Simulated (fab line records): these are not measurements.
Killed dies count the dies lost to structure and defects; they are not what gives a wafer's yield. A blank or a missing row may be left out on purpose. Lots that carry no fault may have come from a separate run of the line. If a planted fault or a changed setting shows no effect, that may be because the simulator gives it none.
Check of tool commonality || flow berkeley-cmos170 || 48 wafers sampled across 14 lots

## REASON FOR OPENING
2 of 14 lots carry a flag on the reading NLDD_RS at UCB170_SDANNEAL_RS_MEAS_05. Fault-free wafers read 616.6 ohm/sq, with a standard deviation of 1.4.
Rule: flag the lot when none of its wafers has a number, or when each of its wafers that has one lies beyond 4 standard deviations from that mean. The rest of the lots are taken to be sound.

{"lot": "L533", "measured": "day 7 16:58", "on": "film-metro-04", "NLDD_RS (ohm/sq), wafer by wafer": "614.7 615.6 615.1", "flag": ""}
{"lot": "L534", "measured": "day 7 17:29", "on": "film-metro-04", "NLDD_RS (ohm/sq), wafer by wafer": "617.9 617.0 617.2", "flag": ""}
{"lot": "L537", "measured": "day 8 01:10", "on": "film-metro-04", "NLDD_RS (ohm/sq), wafer by wafer": "615.4 616.5 617.4", "flag": ""}
{"lot": "L541", "measured": "day 8 05:41", "on": "film-metro-02", "NLDD_RS (ohm/sq), wafer by wafer": "617.7 616.2 615.1", "flag": ""}
{"lot": "L538", "measured": "day 8 06:04", "on": "film-metro-04", "NLDD_RS (ohm/sq), wafer by wafer": "614.7 615.4 616.3", "flag": ""}
{"lot": "L539", "measured": "day 8 06:10", "on": "film-metro-03", "NLDD_RS (ohm/sq), wafer by wafer": "616.9 619.3 618.5", "flag": ""}
{"lot": "L543", "measured": "day 9 07:52", "on": "film-metro-03", "NLDD_RS (ohm/sq), wafer by wafer": "617.1 617.5 617.7", "flag": ""}
{"lot": "L542", "measured": "day 9 08:16", "on": "film-metro-04", "NLDD_RS (ohm/sq), wafer by wafer": "615.6 615.5 615.6", "flag": ""}
{"lot": "L544", "measured": "day 9 12:26", "on": "film-metro-04", "NLDD_RS (ohm/sq), wafer by wafer": "615.9 615.7 616.9", "flag": ""}
{"lot": "L547", "measured": "day 10 08:02", "on": "film-metro-02", "NLDD_RS (ohm/sq), wafer by wafer": "625.9 625.9 627.5 626.7 626.6 626.4", "flag": "FLAGGED"}
{"lot": "L555", "measured": "day 11 10:01", "on": "film-metro-02", "NLDD_RS (ohm/sq), wafer by wafer": "616.3 616.7 615.9", "flag": ""}
{"lot": "L552", "measured": "day 11 11:07", "on": "film-metro-04", "NLDD_RS (ohm/sq), wafer by wafer": "626.5 626.7 627.4 626.1 625.8 627.1", "flag": "FLAGGED"}
{"lot": "L554", "measured": "day 11 11:38", "on": "film-metro-04", "NLDD_RS (ohm/sq), wafer by wafer": "613.8 612.8 613.9", "flag": ""}
{"lot": "L556", "measured": "day 11 19:26", "on": "film-metro-04", "NLDD_RS (ohm/sq), wafer by wafer": "618.3 617.4 618.5", "flag": ""}
The numbers of the flagged lots are 626.5 ohm/sq on average: +9.9 ohm/sq against the usual, or +7 standard deviations.

## TOOL THAT RAN EACH LOT
Before the reading, the record contains 3 process steps out of a 331-step route. Every cell lists first the tool, next ch and the chambers used by the sampled wafers, and last the start.
{"lot": "L533", "flag": "", "UCB170_PLDD_STRIP_10": "plasma-asher-03 ch 0,1, day 7 03:18", "UCB170_NLDD_IMPLANT_09": "implanter-04 ch 0, day 7 06:09", "UCB170_SPACER_ETCHBACK_03": "rie-diel-01 ch 0,1, day 7 09:11"}
{"lot": "L534", "flag": "", "UCB170_PLDD_STRIP_10": "plasma-asher-04 ch 0,1, day 7 03:33", "UCB170_NLDD_IMPLANT_09": "implanter-03 ch 0, day 7 06:19", "UCB170_SPACER_ETCHBACK_03": "rie-diel-02 ch 0,2,3, day 7 09:16"}
{"lot": "L537", "flag": "", "UCB170_PLDD_STRIP_10": "plasma-asher-04 ch 0,1, day 7 13:56", "UCB170_NLDD_IMPLANT_09": "implanter-01 ch 0, day 7 16:46", "UCB170_SPACER_ETCHBACK_03": "rie-diel-03 ch 1,2,3, day 7 20:55"}
{"lot": "L541", "flag": "", "UCB170_PLDD_STRIP_10": "plasma-asher-03 ch 0,1, day 7 19:40", "UCB170_NLDD_IMPLANT_09": "implanter-03 ch 0, day 7 21:29", "UCB170_SPACER_ETCHBACK_03": "rie-diel-01 ch 0,1,2, day 8 01:00"}
{"lot": "L538", "flag": "", "UCB170_PLDD_STRIP_10": "plasma-asher-04 ch 0,1, day 7 19:56", "UCB170_NLDD_IMPLANT_09": "implanter-01 ch 0, day 7 21:43", "UCB170_SPACER_ETCHBACK_03": "rie-diel-02 ch 0,1,3, day 8 01:00"}
{"lot": "L539", "flag": "", "UCB170_PLDD_STRIP_10": "plasma-asher-02 ch 0,1, day 7 20:10", "UCB170_NLDD_IMPLANT_09": "implanter-04 ch 0, day 7 22:01", "UCB170_SPACER_ETCHBACK_03": "rie-diel-03 ch 0,2, day 8 01:00"}
{"lot": "L543", "flag": "", "UCB170_PLDD_STRIP_10": "plasma-asher-02 ch 0,1, day 8 13:57", "UCB170_NLDD_IMPLANT_09": "implanter-03 ch 0, day 8 19:10", "UCB170_SPACER_ETCHBACK_03": "rie-diel-02 ch 0,2, day 8 23:55"}
{"lot": "L542", "flag": "", "UCB170_PLDD_STRIP_10": "plasma-asher-03 ch 0,1, day 8 13:43", "UCB170_NLDD_IMPLANT_09": "implanter-01 ch 0, day 8 19:11", "UCB170_SPACER_ETCHBACK_03": "rie-diel-01 ch 1,2, day 8 23:55"}
{"lot": "L544", "flag": "", "UCB170_PLDD_STRIP_10": "plasma-asher-02 ch 0,1, day 8 22:49", "UCB170_NLDD_IMPLANT_09": "implanter-03 ch 0, day 9 02:41", "UCB170_SPACER_ETCHBACK_03": "rie-diel-03 ch 1,2, day 9 07:50"}
{"lot": "L547", "flag": "FLAGGED", "UCB170_PLDD_STRIP_10": "plasma-asher-03 ch 0,1, day 9 16:10", "UCB170_NLDD_IMPLANT_09": "implanter-04 ch 0, day 9 17:56", "UCB170_SPACER_ETCHBACK_03": "rie-diel-02 ch 0,2,3, day 10 00:50"}
{"lot": "L555", "flag": "", "UCB170_PLDD_STRIP_10": "plasma-asher-02 ch 0,1, day 10 20:47", "UCB170_NLDD_IMPLANT_09": "implanter-03 ch 0, day 10 22:32", "UCB170_SPACER_ETCHBACK_03": "rie-diel-01 ch 0,1,3, day 11 03:31"}
{"lot": "L552", "flag": "FLAGGED", "UCB170_PLDD_STRIP_10": "plasma-asher-02 ch 0,1, day 10 19:38", "UCB170_NLDD_IMPLANT_09": "implanter-04 ch 0, day 10 21:22", "UCB170_SPACER_ETCHBACK_03": "rie-diel-02 ch 0,2,3, day 11 03:31"}
{"lot": "L554", "flag": "", "UCB170_PLDD_STRIP_10": "plasma-asher-03 ch 0,1, day 10 20:34", "UCB170_NLDD_IMPLANT_09": "implanter-01 ch 0, day 10 22:53", "UCB170_SPACER_ETCHBACK_03": "rie-diel-03 ch 0,3, day 11 03:35"}
{"lot": "L556", "flag": "", "UCB170_PLDD_STRIP_10": "plasma-asher-02 ch 0,1, day 11 06:26", "UCB170_NLDD_IMPLANT_09": "implanter-01 ch 0, day 11 08:16", "UCB170_SPACER_ETCHBACK_03": "rie-diel-03 ch 1,2,3, day 11 12:07"}
What the steps here do:
- UCB170_PLDD_STRIP_10: strips in O2.
- UCB170_NLDD_IMPLANT_09
- UCB170_SPACER_ETCHBACK_03: etches SiO2 in CHF3/CF4/Ar, stops on Si, target depth 376 nm, time 100 s.
- UCB170_SDANNEAL_RS_MEAS_05: measures by four-point-probe.

## FLAGGED OVER TOTAL, TOOL BY TOOL (the gauges that took the reading come last)
{"step": "UCB170_PLDD_STRIP_10", "tool": "plasma-asher-02", "lots run": 6, "flagged": 1, "share of the flagged lots": "some", "sound lots run after its first flagged lot": "2 (L555,L556)"}
{"step": "UCB170_PLDD_STRIP_10", "tool": "plasma-asher-03", "lots run": 5, "flagged": 1, "share of the flagged lots": "some", "sound lots run after its first flagged lot": "1 (L554)"}
{"step": "UCB170_PLDD_STRIP_10", "tool": "plasma-asher-04", "lots run": 3, "flagged": 0, "share of the flagged lots": "none", "sound lots run after its first flagged lot": "-"}
{"step": "UCB170_NLDD_IMPLANT_09", "tool": "implanter-01", "lots run": 5, "flagged": 0, "share of the flagged lots": "none", "sound lots run after its first flagged lot": "-"}
{"step": "UCB170_NLDD_IMPLANT_09", "tool": "implanter-03", "lots run": 5, "flagged": 0, "share of the flagged lots": "none", "sound lots run after its first flagged lot": "-"}
{"step": "UCB170_NLDD_IMPLANT_09", "tool": "implanter-04", "lots run": 4, "flagged": 2, "share of the flagged lots": "all", "sound lots run after its first flagged lot": 0}
{"step": "UCB170_SPACER_ETCHBACK_03", "tool": "rie-diel-01", "lots run": 4, "flagged": 0, "share of the flagged lots": "none", "sound lots run after its first flagged lot": "-"}
{"step": "UCB170_SPACER_ETCHBACK_03", "tool": "rie-diel-02", "lots run": 5, "flagged": 2, "share of the flagged lots": "all", "sound lots run after its first flagged lot": 0}
{"step": "UCB170_SPACER_ETCHBACK_03", "tool": "rie-diel-03", "lots run": 5, "flagged": 0, "share of the flagged lots": "none", "sound lots run after its first flagged lot": "-"}
{"step": "UCB170_SDANNEAL_RS_MEAS_05", "tool": "film-metro-02", "lots run": 3, "flagged": 1, "share of the flagged lots": "some", "sound lots run after its first flagged lot": "1 (L555)"}
{"step": "UCB170_SDANNEAL_RS_MEAS_05", "tool": "film-metro-03", "lots run": 2, "flagged": 0, "share of the flagged lots": "none", "sound lots run after its first flagged lot": "-"}
{"step": "UCB170_SDANNEAL_RS_MEAS_05", "tool": "film-metro-04", "lots run": 9, "flagged": 1, "share of the flagged lots": "some", "sound lots run after its first flagged lot": "2 (L554,L556)"}

## THE TABLE: WHAT IT ALLOWS
Rows of the table that ran all the flagged lots, 2 in number: implanter-04 at UCB170_NLDD_IMPLANT_09; rie-diel-02 at UCB170_SPACER_ETCHBACK_03.
- implanter-04 at UCB170_NLDD_IMPLANT_09 ran 4 lots, 2 of them flagged. Its last sound lot is L539 (day 7 22:01), its first flagged lot L547 (day 9 17:56): a fault that began between those two fits. Its own readings (dose-ions-cm2) fall more than 4 standard deviations out on all wafers of the flagged lots.
- rie-diel-02 at UCB170_SPACER_ETCHBACK_03 ran 5 lots, 2 of them flagged. Its last sound lot is L543 (day 8 23:55), its first flagged lot L547 (day 10 00:50): a fault that began between those two fits.
Because each of these 2 tools fits a fault that began at some hour, counting lots does not separate them. More lots, or a look at what each step does to the wafer, might.

## WHAT WAS PUT IN BY THE SIMULATOR
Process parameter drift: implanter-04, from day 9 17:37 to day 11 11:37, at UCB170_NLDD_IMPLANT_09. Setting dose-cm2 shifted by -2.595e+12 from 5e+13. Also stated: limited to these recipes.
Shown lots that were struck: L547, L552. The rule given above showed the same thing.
